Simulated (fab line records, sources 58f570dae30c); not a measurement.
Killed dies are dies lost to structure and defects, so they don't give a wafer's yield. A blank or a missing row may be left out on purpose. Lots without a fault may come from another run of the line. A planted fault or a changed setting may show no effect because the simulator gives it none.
One fault seen from 2 desks | flow berkeley_cmos170 | each desk has only its own numbers; what lay behind them comes last

THE METROLOGY DESK
What the gauges read, lot by lot, whatever tool the lot ran on: means of the sampled wafers that have a number. A lot is out of limits, marked OUT, if its mean lies more than 4 standard deviations from the usual mean; the brackets give that distance.
Columns: A = V2_POLISHED_THK at UCB170_V2_THK_MEAS_04, usual 999.3 nm; B = cd_nm at UCB170_V2_CD_MEAS_12, usual 700.1 nm
lot  | first seen here | A      | B
L602 | day 8 15:43     | 1000.1 | 700.4
L604 | day 9 22:10     | 999.3  | 700.3
L607 | day 10 04:27    | 999.2  | 701.6
L608 | day 10 05:04    | 999.2  | 700.2
L606 | day 10 06:43    | 999.7  | 700.7
L609 | day 10 16:47    | 998.1  | 698.6
L614 | day 11 04:04    | 998.1  | 698.3
L612 | day 11 04:26    | 998.7  | 698.3
L613 | day 11 04:47    | 999.7  | 698.9
L616 | day 12 07:14    | 999.3  | 701.1
L618 | day 12 13:32    | 998.9  | 700.3
L620 | day 13 01:29    | 999.6  | 698.5
L622 | day 13 15:47    | 1000.2 | 702.3
L624 | day 14 12:25    | 1000.3 | 699.9
This desk's finding: nothing out of limits on any of the 14 lots.

THE TOOL OWNER'S DESK: plasma_asher-03
The tool's own readings at UCB170_PVT_STRIP_08 (strips in O2): means of the sampled wafers that have a number, for each lot that ran on this tool. A lot is out of limits, marked OUT, if its mean lies more than 4 standard deviations from the usual mean; the brackets give that distance.
Columns: A = drypump_motor_current_A at UCB170_PVT_STRIP_08, usual 6.12 A; B = oes_product_au at UCB170_PVT_STRIP_08, usual 0.734 a.u.; C = strip_time_to_endpoint_s at UCB170_PVT_STRIP_08, usual 21.61 s
lot  | first seen here | A    | B     | C
L602 | day 6 09:27     | 6.10 | 0.737 | 21.53
L606 | day 8 06:35     | 6.09 | 0.731 | 21.57
L609 | day 8 17:43     | 6.10 | 0.733 | 21.61
L613 | day 9 09:45     | 6.33 | 0.732 | 21.55
L620 | day 10 17:43    | 6.33 | 0.737 | 21.69
L622 | day 11 07:00    | 6.32 | 0.734 | 21.58
This desk's finding: nothing out of limits on any of the 6 lots.

PUT TOGETHER
The metrology desk saw nothing out of limits.
The tool owner's desk saw nothing out of limits.

WHAT THE SIMULATOR HAD PUT IN
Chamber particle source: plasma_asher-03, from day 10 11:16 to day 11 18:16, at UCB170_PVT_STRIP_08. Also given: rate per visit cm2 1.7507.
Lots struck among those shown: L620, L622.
